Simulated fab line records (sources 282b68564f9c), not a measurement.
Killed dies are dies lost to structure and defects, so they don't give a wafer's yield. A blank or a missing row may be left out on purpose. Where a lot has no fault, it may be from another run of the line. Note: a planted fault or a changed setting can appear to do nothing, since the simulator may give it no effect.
fab line records	flow ritCmos
record: lots: 5	wafers: 23
route steps=202 shown ACTIVE@9 NWELL@36 PWELL@46 WELLDRIVE@50 NRETRO@55 PRETRO@66 NLDD@104
startH: start of the lot's first displayed wafer, in hours after the record's first day	waitH: hours elapsed since this lot's preceding step	" unchanged from the row above	L1.1+2: a single row standing in for several wafers	- value missing, or start not given	* or withheld: withheld	< > ~ a bound
route shown NAME@n: names a module that has steps shown in the file, with the first one's number in the route	usual: average and standard deviation across the fault-free wafers	same: alike in all rows	chamber/n: place in a boat	sites: readings site by site	_std_site: standard deviation of those values	_edge_site: the outer-site mean with the inner-site mean subtracted	radiusMm: how far each site lies from the wafer's centre	mask NAME#n: copy n	behind: the last tool/chamber to shape the wafer	hold: what put the lot on hold/how long, in hours/how the hold closed	device: whichever transistor did not switch (one of n, p or np)	end of line: the route-end tests of the same wafers	a step with no rows: only its recipe	killed: dies that structure and defects cost at the first sort, which is not the same as the wafer's yield	map: a wafer's dies, x killed, . not, _ none there
set.NAME: the setting that was run; set.NAME@STEP: the one run at that earlier step	model.NAME: the simulator's own value behind a step, which no gauge read
one table per step and one row per wafer, for lots whose settings were changed on purpose
== steps ==
step: RIT_ACTIVE_EXPOSE_08
recipe: maskId: M1	na: 0.6	sourceShape: conventional	sigmaOuter: 0.6	targetCdNm: 1400	doseMj: 225
lot.wafer	tool	chamber	startH	waitH	mask	set.doseMj
L077.1+5	ilineStepper-01	0	29.04	0.1	M1#0	225
L077.2+4+6	"	0	"	"	M1#0	212.1
L078.1+2+5	ilineStepper-01	0	34.04	0.1	M1#0	217.2
L078.4+6	"	0	"	"	M1#0	225
L079.1+2+5	ilineStepper-02	0	43.20	0.2	M1#0	225
L079.3+6	"	0	"	"	M1#0	241.1
L084.1+2+3+4+6	ilineStepper-02	0	68.40	0.2	M1#0	225
L085.3+4+5	ilineStepper-02	0	80.59	0.1	M1#0	225
step: RIT_ACTIVE_PEB_09
recipe: resist: NOVOLAK	tempC: withheld	timeS: withheld
step: RIT_ACTIVE_DEVELOP_10
recipe: resist: NOVOLAK	developTimeS: 50	devTempC: 23
step: RIT_ACTIVE_CD_MEAS_11
recipe: targetCdNm: 1400
usual: cdNm: 1400.2/2.4
lot.wafer	tool	chamber	startH	waitH	set.doseMj@ACTIVE_EXPOSE_08	cdNm
L077.1	cdSem-01	-	29.44	-	225	1399.3
L077.2	"	-	"	"	212.1	1414.6
L077.4	"	-	"	"	212.1	1415.3
L077.5	"	-	"	"	225	1399.5
L077.6	"	-	"	"	212.1	1415.8
L078.1	cdSem-01	-	34.44	-	217.2	1415.5
L078.2	"	-	"	"	217.2	1411.3
L078.4	"	-	"	"	225	1406.7
L078.5	"	-	"	"	217.2	1414.5
L078.6	"	-	"	"	225	1401.6
L079.1	cdSem-01	-	43.60	-	225	1402.4
L079.2	"	-	"	"	225	1402.9
L079.3	"	-	"	"	241.1	1384.0
L079.5	"	-	"	"	225	1404.2
L079.6	"	-	"	"	241.1	1384.0
L084.1	cdSem-01	-	68.80	-	225	1404.0
L084.2	"	-	"	"	225	1400.6
L084.3	"	-	"	"	225	1401.1
L084.4	"	-	"	"	225	1403.1
L084.6	"	-	"	"	225	1401.7
L085.3	cdSem-02	-	80.99	-	225	1398.7
L085.4	"	-	"	"	225	1397.6
L085.5	"	-	"	"	225	1399.0
step: RIT_ACTIVE_ETCH_13
recipe: stopOn: SiO2	chemistry: SF6	target: Si3N4	timeS: 210	overEtchFrac: 0.4	SF6_flow_sccm: 200	pressureMtorr: 260	rfW: 125	targetDepthA: 2100
lot.wafer	tool	chamber	startH	waitH	set.overEtchFrac	set.doseMj@ACTIVE_EXPOSE_08	model.ACTIVE.cdNm
L077.1	rieDiel-04	3	29.71	0.1	0.3011	225	1399
L077.2+4	"	1,0	"	"	0.3011	212.1	1415
L077.5	"	2	"	"	0.4	225	1399
L077.6	"	1	"	"	0.4	212.1	1416
L078.1	rieDiel-04	1	34.71	0.1	0.4	217.2	1416
L078.2	"	3	"	"	0.4	217.2	1411
L078.4	"	0	"	"	0.4	225	1407
L078.5	"	2	"	"	0.4	217.2	1414
L078.6	"	3	"	"	0.4	225	1402
L079.1	rieDiel-04	3	43.87	0.1	0.4	225	1402
L079.2	"	0	"	"	0.4	225	1403
L079.3	"	1	"	"	0.5057	241.1	1384
L079.5	"	3	"	"	0.5057	225	1404
L079.6	"	0	"	"	0.5057	241.1	-
L084.1	rieDiel-03	1	69.07	0.1	0.4	225	1403
L084.2	"	2	"	"	0.3593	225	1400
L084.3+6	"	0,1	"	"	0.4	225	1402
L084.4	"	3	"	"	0.3593	225	1403
L085.3+5	rieDiel-01	2,0	81.22	0.1	0.4	225	1399
L085.4	"	1	"	"	0.4	225	1397
step: RIT_ACTIVE_STRIP_14
recipe: chemistry: O2	timeS: 180	resist: NOVOLAK	platenTempC: withheld	powerW: 500	pressureMtorr: 4000	o2FlowSccm: 4000
step: RIT_ACTIVE_CD_MEAS_90
recipe: targetCdNm: 1400
usual: cdNm: 1400.2/2.4
lot.wafer	tool	chamber	startH	waitH	set.doseMj@ACTIVE_EXPOSE_08	cdNm
L077.1	cdSem-02	-	30.02	0.1	225	1399.2
L077.2	"	-	"	"	212.1	1415.1
L077.4	"	-	"	"	212.1	1415.0
L077.5	"	-	"	"	225	1399.3
L077.6	"	-	"	"	212.1	1415.8
L078.1	cdSem-01	-	35.02	0.1	217.2	1415.4
L078.2	"	-	"	"	217.2	1411.4
L078.4	"	-	"	"	225	1406.9
L078.5	"	-	"	"	217.2	1414.0
L078.6	"	-	"	"	225	1401.4
L079.1	cdSem-01	-	44.18	0.1	225	1402.3
L079.2	"	-	"	"	225	1402.9
L079.3	"	-	"	"	241.1	1383.9
L079.5	"	-	"	"	225	1404.6
L079.6	"	-	"	"	241.1	1384.1
L084.1	cdSem-01	-	69.37	0.1	225	1403.4
L084.2	"	-	"	"	225	1400.5
L084.3	"	-	"	"	225	1401.5
L084.4	"	-	"	"	225	1403.5
L084.6	"	-	"	"	225	1401.8
L085.3	cdSem-01	-	81.57	0.1	225	1398.8
L085.4	"	-	"	"	225	1397.3
L085.5	"	-	"	"	225	1399.5
step: RIT_NWELL_IMPLANT_08
recipe: species: P	energyKev: 170	doseCm2: 5e+13	tiltDeg: 7
lot.wafer	tool	chamber	startH	waitH	set.doseCm2
L077.1+5+6	implanter-02	0	40.70	0.2	4.742e+13
L077.2+4	"	0	"	"	5e+13
L078.1+2+4+5+6	implanter-01	0	48.38	0.2	5e+13
L079.1+2+3	implanter-03	0	56.10	0.2	5e+13
L079.5+6	"	0	"	"	4.774e+13
L084.1+4+6	implanter-01	0	88.35	0.2	5e+13
L084.2+3	"	0	"	"	5.12e+13
L085.3+4+5	implanter-03	0	95.51	0.2	5e+13
step: RIT_NWELL_STRIP_09
recipe: chemistry: O2	timeS: 180	resist: NOVOLAK	platenTempC: withheld	powerW: 500	pressureMtorr: 4000	o2FlowSccm: 4000
step: RIT_NWELL_TW_MEAS_10
usual: NWELL_TW: 2145/14
lot.wafer	tool	chamber	startH	waitH	set.doseCm2@NWELL_IMPLANT_08	NWELL_TW
L077.1	filmMetro-01	-	41.02	0.1	4.742e+13	2080
L077.2	"	-	"	"	5e+13	2115
L077.4	"	-	"	"	5e+13	2099
L077.5	"	-	"	"	4.742e+13	2076
L077.6	"	-	"	"	4.742e+13	2083
L078.1	filmMetro-03	-	48.70	0.1	5e+13	2138
L078.2	"	-	"	"	5e+13	2151
L078.4	"	-	"	"	5e+13	2156
L078.5	"	-	"	"	5e+13	2145
L078.6	"	-	"	"	5e+13	2137
L079.1	filmMetro-03	-	56.43	0.1	5e+13	2146
L079.2	"	-	"	"	5e+13	2144
L079.3	"	-	"	"	5e+13	2153
L079.5	"	-	"	"	4.774e+13	2117
L079.6	"	-	"	"	4.774e+13	2103
L084.1	filmMetro-01	-	88.68	0.1	5e+13	2124
L084.2	"	-	"	"	5.12e+13	2149
L084.3	"	-	"	"	5.12e+13	2145
L084.4	"	-	"	"	5e+13	2132
L084.6	"	-	"	"	5e+13	2118
L085.3	filmMetro-03	-	95.81	0.1	5e+13	2160
L085.4	"	-	"	"	5e+13	2165
L085.5	"	-	"	"	5e+13	2163
step: RIT_PWELL_HARDBAKE_07
recipe: resist: NOVOLAK	tempC: 140	timeS: 120
lot.wafer	tool	chamber	startH	waitH	set.tempC
L077.1+2	lithoTrack-03	0	42.00	0.0	140
L077.4+5+6	"	0	"	"	144.2
L078.1+2+4+5+6	lithoTrack-02	0	49.68	0.0	140
L079.1+2+6	lithoTrack-01	0	57.53	0.0	141.3
L079.3+5	"	0	"	"	140
L084.1+2+4	lithoTrack-03	0	89.85	0.0	135.8
L084.3+6	"	0	"	"	140
L085.3+4+5	lithoTrack-03	0	96.85	0.1	140
step: RIT_PWELL_IMPLANT_08
recipe: species: B	energyKev: 170	doseCm2: 6.895e+13	tiltDeg: 7
step: RIT_PWELL_STRIP_09
recipe: chemistry: O2	timeS: 180	resist: NOVOLAK	platenTempC: withheld	powerW: 500	pressureMtorr: 4000	o2FlowSccm: 4000
step: RIT_WELLDRIVE_ANNEAL_00
recipe: tempC: 1100	timeS: 14700	ambient: N2
step: RIT_WELLDRIVE_RS_MEAS_01
recipe: thkMeasGauge: four-point-probe
usual: NWELL_RS: 275.4/0.77
lot.wafer	tool	chamber	startH	waitH	set.doseCm2@NWELL_IMPLANT_08	NWELL_RS[ohm/sq]
L077.1	filmMetro-02	-	51.35	0.0	4.742e+13	283.0
L077.2	"	-	"	"	5e+13	273.9
L077.4	"	-	"	"	5e+13	275.5
L077.5	"	-	"	"	4.742e+13	284.0
L077.6	"	-	"	"	4.742e+13	283.3
L078.1	filmMetro-01	-	58.89	0.0	5e+13	275.5
L078.2	"	-	"	"	5e+13	275.5
L078.4	"	-	"	"	5e+13	276.3
L078.5	"	-	"	"	5e+13	274.9
L078.6	"	-	"	"	5e+13	276.3
L079.1	filmMetro-02	-	66.36	0.0	5e+13	277.0
L079.2	"	-	"	"	5e+13	276.2
L079.3	"	-	"	"	5e+13	276.0
L079.5	"	-	"	"	4.774e+13	284.1
L079.6	"	-	"	"	4.774e+13	285.4
L084.1	filmMetro-01	-	98.32	0.0	5e+13	275.1
L084.2	"	-	"	"	5.12e+13	270.6
L084.3	"	-	"	"	5.12e+13	271.9
L084.4	"	-	"	"	5e+13	275.9
L084.6	"	-	"	"	5e+13	275.6
L085.3	filmMetro-02	-	104.60	0.0	5e+13	274.5
L085.4	"	-	"	"	5e+13	274.2
L085.5	"	-	"	"	5e+13	274.1
step: RIT_NRETRO_SOFTBAKE_02
recipe: resist: NOVOLAK	tempC: 90	timeS: 60
lot.wafer	tool	chamber	startH	waitH	set.tempC
L077.1+4	lithoTrack-01	0	51.89	0.1	90
L077.2+5+6	"	0	"	"	86.5
L078.1+4+5	lithoTrack-01	0	59.43	0.1	88.42
L078.2+6	"	0	"	"	90
L079.1+3+6	lithoTrack-04	0	66.90	0.1	90
L079.2+5	"	0	"	"	92.22
L084.1+2+6	lithoTrack-04	0	98.86	0.1	86.48
L084.3+4	"	0	"	"	90
L085.3+4+5	lithoTrack-04	0	105.15	0.1	90
step: RIT_NRETRO_EXPOSE_03
recipe: maskId: M4	na: 0.57	targetCdNm: 43900	doseMj: 250
step: RIT_NRETRO_PEB_04
recipe: resist: NOVOLAK	tempC: withheld	timeS: withheld
step: RIT_NRETRO_DEVELOP_05
recipe: resist: NOVOLAK	developTimeS: 68	devTempC: 23
lot.wafer	tool	chamber	startH	waitH	set.tempC@NRETRO_SOFTBAKE_02	model.NOVOLAK_of_NRETRO_COAT_01.thkNm
L077.1	lithoTrack-04	0	-	-	90	1304
L077.2	"	0	"	"	86.5	1312
L077.4	"	0	"	"	90	1301
L077.5+6	"	0	"	"	86.5	1313
L078.1	lithoTrack-02	0	-	-	88.42	1304
L078.2	"	0	"	"	90	1299
L078.4	"	0	"	"	88.42	1313
L078.5	"	0	"	"	88.42	1303
L078.6	"	0	"	"	90	1297
L079.1	lithoTrack-02	0	-	-	90	1304
L079.2+5	"	0	"	"	92.22	1295
L079.3	"	0	"	"	90	1301
L079.6	"	0	"	"	90	1307
L084.1	lithoTrack-04	0	-	-	86.48	1312
L084.2	"	0	"	"	86.48	1313
L084.3	"	0	"	"	90	1299
L084.4	"	0	"	"	90	1302
L084.6	"	0	"	"	86.48	1314
L085.3	lithoTrack-01	0	-	-	90	1301
L085.4	"	0	"	"	90	1297
L085.5	"	0	"	"	90	1299
step: RIT_NRETRO_IMPLANT_08
recipe: species: P	energyKev: 70	doseCm2: 1e+13	tiltDeg: 7
lot.wafer	tool	chamber	startH	waitH	set.energyKev	model.implant.rpNm	model.implant.drpNm
L077.1+4+5	implanter-03	0	52.76	0.2	70	84.93	33.94
L077.2+6	"	0	"	"	72.52	88.07	34.96
L078.1+2+4	implanter-03	0	60.42	0.2	70	84.05	33.94
L078.5+6	"	0	"	"	66.03	79.16	32.29
L079.1+6	implanter-04	0	67.89	0.2	67.99	84.42	33.11
L079.2+3+5	"	0	"	"	70	86.99	33.94
L084.1+2+3	implanter-03	0	100.27	0.2	70	82.42	33.94
L084.4+6	"	0	"	"	71.43	84.15	34.52
L085.3+4+5	implanter-03	0	106.14	0.2	70	84.63	33.94
step: RIT_PRETRO_SOFTBAKE_02
recipe: resist: NOVOLAK	tempC: 90	timeS: 60
lot.wafer	tool	chamber	startH	waitH	set.tempC
L077.1+2+4	lithoTrack-04	0	53.44	0.1	90
L077.5+6	"	0	"	"	88.56
L078.1+2+4+5+6	lithoTrack-03	0	61.10	0.1	90
L079.1+5	lithoTrack-03	0	68.58	0.1	93.47
L079.2+3+6	"	0	"	"	90
L084.1+6	lithoTrack-02	0	100.99	0.1	88.77
L084.2+3+4	"	0	"	"	90
L085.3+4+5	lithoTrack-03	0	106.82	0.1	90
step: RIT_PRETRO_EXPOSE_03
recipe: maskId: M5	na: 0.57	targetCdNm: 43700	doseMj: 250
step: RIT_PRETRO_PEB_04
recipe: resist: NOVOLAK	tempC: withheld	timeS: withheld
step: RIT_PRETRO_DEVELOP_05
recipe: resist: NOVOLAK	developTimeS: 68	devTempC: 22.42
lot.wafer	tool	chamber	startH	waitH	set.tempC@PRETRO_SOFTBAKE_02	model.NOVOLAK_of_PRETRO_COAT_01.thkNm
L077.1	lithoTrack-03	0	-	-	90	1297
L077.2	"	0	"	"	90	1299
L077.4	"	0	"	"	90	1300
L077.5	"	0	"	"	88.56	1302
L077.6	"	0	"	"	88.56	1301
L078.1+6	lithoTrack-02	0	-	-	90	1299
L078.2	"	0	"	"	90	1301
L078.4	"	0	"	"	90	1300
L078.5	"	0	"	"	90	1303
L079.1	lithoTrack-03	0	-	-	93.47	1288
L079.2	"	0	"	"	90	1303
L079.3+6	"	0	"	"	90	1300
L079.5	"	0	"	"	93.47	1290
L084.1	lithoTrack-04	0	-	-	88.77	1309
L084.2	"	0	"	"	90	1305
L084.3	"	0	"	"	90	1308
L084.4	"	0	"	"	90	1306
L084.6	"	0	"	"	88.77	1314
L085.3	lithoTrack-02	0	-	-	90	1302
L085.4	"	0	"	"	90	1303
L085.5	"	0	"	"	90	1305
step: RIT_NLDD_COAT_01
recipe: resist: NOVOLAK	spinRpm: 3250	resistThkNm: 1000
lot.wafer	tool	chamber	startH	waitH	set.spinRpm	model.NOVOLAK_of_NLDD_COAT_01.thkNm
L077.1	lithoTrack-02	0	82.89	0.1	3036	1034
L077.2	"	0	"	"	3036	1032
L077.4	"	0	"	"	3250	998.7
L077.5	"	0	"	"	3036	1031
L077.6	"	0	"	"	3250	999
L078.1	lithoTrack-02	0	92.13	0.1	3250	997.9
L078.2	"	0	"	"	3250	998.8
L078.4	"	0	"	"	3352	983.6
L078.5	"	0	"	"	3250	1000
L078.6	"	0	"	"	3352	983
L079.1	lithoTrack-02	0	99.72	0.1	3250	1006
L079.2	"	0	"	"	3250	1007
L079.3+6	"	0	"	"	3132	1020
L079.5	"	0	"	"	3132	1023
L084.1	lithoTrack-03	0	116.95	0.1	3435	976
L084.2	"	0	"	"	3435	977.4
L084.3+4	"	0	"	"	3250	1005
L084.6	"	0	"	"	3435	975.7
L085.3+4+5	lithoTrack-02	0	121.73	0.1	3250	1005
step: RIT_NLDD_SOFTBAKE_02
recipe: resist: NOVOLAK	tempC: 90	timeS: 60
step: RIT_NLDD_EXPOSE_03
recipe: maskId: M7	na: 0.57	targetCdNm: 40700	doseMj: 250
step: RIT_NLDD_DEVELOP_05
recipe: resist: NOVOLAK	developTimeS: 50	devTempC: 23
step: RIT_NLDD_HARDBAKE_07
recipe: resist: NOVOLAK	tempC: 140	timeS: 60
lot.wafer	tool	chamber	startH	waitH	set.spinRpm@NLDD_COAT_01	model.NOVOLAK_of_NLDD_COAT_01.thkNm
L077.1	lithoTrack-01	0	83.63	0.0	3036	913.1
L077.2	"	0	"	"	3036	912
L077.4	"	0	"	"	3250	882.6
L077.5	"	0	"	"	3036	911.2
L077.6	"	0	"	"	3250	882.8
L078.1	lithoTrack-03	0	92.99	0.0	3250	882
L078.2	"	0	"	"	3250	882.7
L078.4	"	0	"	"	3352	869.5
L078.5	"	0	"	"	3250	883.9
L078.6	"	0	"	"	3352	868.8
L079.1	lithoTrack-01	0	100.72	0.0	3250	889
L079.2	"	0	"	"	3250	889.8
L079.3	"	0	"	"	3132	901.6
L079.5	"	0	"	"	3132	903.8
L079.6	"	0	"	"	3132	901.4
L084.1	lithoTrack-01	0	117.81	0.0	3435	862.8
L084.2	"	0	"	"	3435	864
L084.3	"	0	"	"	3250	887.7
L084.4	"	0	"	"	3250	888.4
L084.6	"	0	"	"	3435	862.5
L085.3	lithoTrack-03	0	122.68	0.1	3250	888.4
L085.4	"	0	"	"	3250	887.7
L085.5	"	0	"	"	3250	888.5
step: RIT_NLDD_IMPLANT_08
recipe: species: P	energyKev: 20	doseCm2: 5e+14	tiltDeg: 7
lot.wafer	tool	chamber	startH	waitH	set.doseCm2
L077.1+4	implanter-01	0	83.78	0.1	5.211e+14
L077.2+5+6	"	0	"	"	5e+14
L078.1+2+4+5+6	implanter-01	0	93.14	0.1	5e+14
L079.1+2+3+5+6	implanter-03	0	100.87	0.1	5e+14
L084.1+3	implanter-01	0	117.96	0.1	5e+14
L084.2+4+6	"	0	"	"	4.74e+14
L085.3+4+5	implanter-01	0	122.83	0.1	5e+14
step: RIT_NLDD_STRIP_09
recipe: chemistry: O2	timeS: 180	resist: NOVOLAK	platenTempC: withheld	powerW: 500	pressureMtorr: 4000	o2FlowSccm: 4000
lot.wafer	tool	chamber	startH	waitH	set.pressureMtorr
L077.1+2+4+5+6	plasmaAsher-03	0,1,1,0,1	83.93	0.1	4231
L078.1+2+4+5+6	plasmaAsher-01	1,0,0,0,1	93.29	0.1	3512
L079.1+2+3+5+6	plasmaAsher-04	0,1,1,0,1	101.02	0.1	4484
L084.1+2+3+4+6	plasmaAsher-03	1,0,1,0,0	118.11	0.1	3420
L085.3+4+5	plasmaAsher-01	0,1,0	122.99	0.1	4000
step: RIT_NLDD_TW_MEAS_10
usual: NLDD_TW: 2487/14
lot.wafer	tool	chamber	startH	waitH	set.doseCm2@NLDD_IMPLANT_08	NLDD_TW
L077.1	filmMetro-04	-	84.10	0.1	5.211e+14	2496
L077.2	"	-	"	"	5e+14	2467
L077.4	"	-	"	"	5.211e+14	2499
L077.5	"	-	"	"	5e+14	2471
L077.6	"	-	"	"	5e+14	2483
L078.1	filmMetro-01	-	93.47	0.1	5e+14	2468
L078.2	"	-	"	"	5e+14	2469
L078.4	"	-	"	"	5e+14	2476
L078.5	"	-	"	"	5e+14	2462
L078.6	"	-	"	"	5e+14	2467
L079.1	filmMetro-04	-	101.20	0.1	5e+14	2487
L079.2	"	-	"	"	5e+14	2497
L079.3	"	-	"	"	5e+14	2490
L079.5	"	-	"	"	5e+14	2505
L079.6	"	-	"	"	5e+14	2498
L084.1	filmMetro-04	-	118.28	0.1	5e+14	2490
L084.2	"	-	"	"	4.74e+14	2469
L084.3	"	-	"	"	5e+14	2491
L084.4	"	-	"	"	4.74e+14	2448
L084.6	"	-	"	"	4.74e+14	2455
L085.3	filmMetro-02	-	123.13	0.1	5e+14	2490
L085.4	"	-	"	"	5e+14	2490
L085.5	"	-	"	"	5e+14	2491
== key ==
split: step: RIT_ACTIVE_EXPOSE_08	setting: doseMj	stated: 225	by: wafer
response: step: RIT_ACTIVE_CD_MEAS_11	reading: cdNm	change: -2.72	per: 1%	r: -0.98
response: step: RIT_ACTIVE_ETCH_13	reading: model.ACTIVE.cdNm	change: -2.75	per: 1%	r: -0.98
response: step: RIT_ACTIVE_CD_MEAS_90	reading: cdNm	change: -2.73	per: 1%	r: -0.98
split: step: RIT_ACTIVE_ETCH_13	setting: overEtchFrac	stated: 0.4	by: wafer
response none clear
split: step: RIT_NWELL_IMPLANT_08	setting: doseCm2	stated: 5e+13	by: wafer
response: step: RIT_NWELL_TW_MEAS_10	reading: NWELL_TW	change: +6.87	per: 1%	r: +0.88
response: step: RIT_WELLDRIVE_RS_MEAS_01	reading: NWELL_RS	change: -1.75	per: 1%	r: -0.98
split: step: RIT_PWELL_HARDBAKE_07	setting: tempC	stated: 140	by: wafer
response none clear
split: step: RIT_NRETRO_SOFTBAKE_02	setting: tempC	stated: 90	by: wafer
response: step: RIT_NRETRO_DEVELOP_05	reading: model.NOVOLAK_of_NRETRO_COAT_01.thkNm	change: -3.18	per: 1%	r: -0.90
split: step: RIT_NRETRO_IMPLANT_08	setting: energyKev	stated: 70	by: wafer
response: step: RIT_NRETRO_IMPLANT_08	reading: model.implant.rpNm	change: +0.869	per: 1%	r: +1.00
response: step: RIT_NRETRO_IMPLANT_08	reading: model.implant.drpNm	change: +0.289	per: 1%	r: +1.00
split: step: RIT_PRETRO_SOFTBAKE_02	setting: tempC	stated: 90	by: wafer
response: step: RIT_PRETRO_DEVELOP_05	reading: model.NOVOLAK_of_PRETRO_COAT_01.thkNm	change: -3.02	per: 1%	r: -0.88
split: step: RIT_NLDD_COAT_01	setting: spinRpm	stated: 3250	by: wafer
response: step: RIT_NLDD_COAT_01	reading: model.NOVOLAK_of_NLDD_COAT_01.thkNm	change: -4.92	per: 1%	r: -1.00
response: step: RIT_NLDD_HARDBAKE_07	reading: model.NOVOLAK_of_NLDD_COAT_01.thkNm	change: -4.3	per: 1%	r: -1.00
split: step: RIT_NLDD_IMPLANT_08	setting: doseCm2	stated: 5e+14	by: wafer
response: step: RIT_NLDD_TW_MEAS_10	reading: NLDD_TW	change: +6.09	per: 1%	r: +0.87
split: step: RIT_NLDD_STRIP_09	setting: pressureMtorr	stated: 4000	by: lot
response none clear
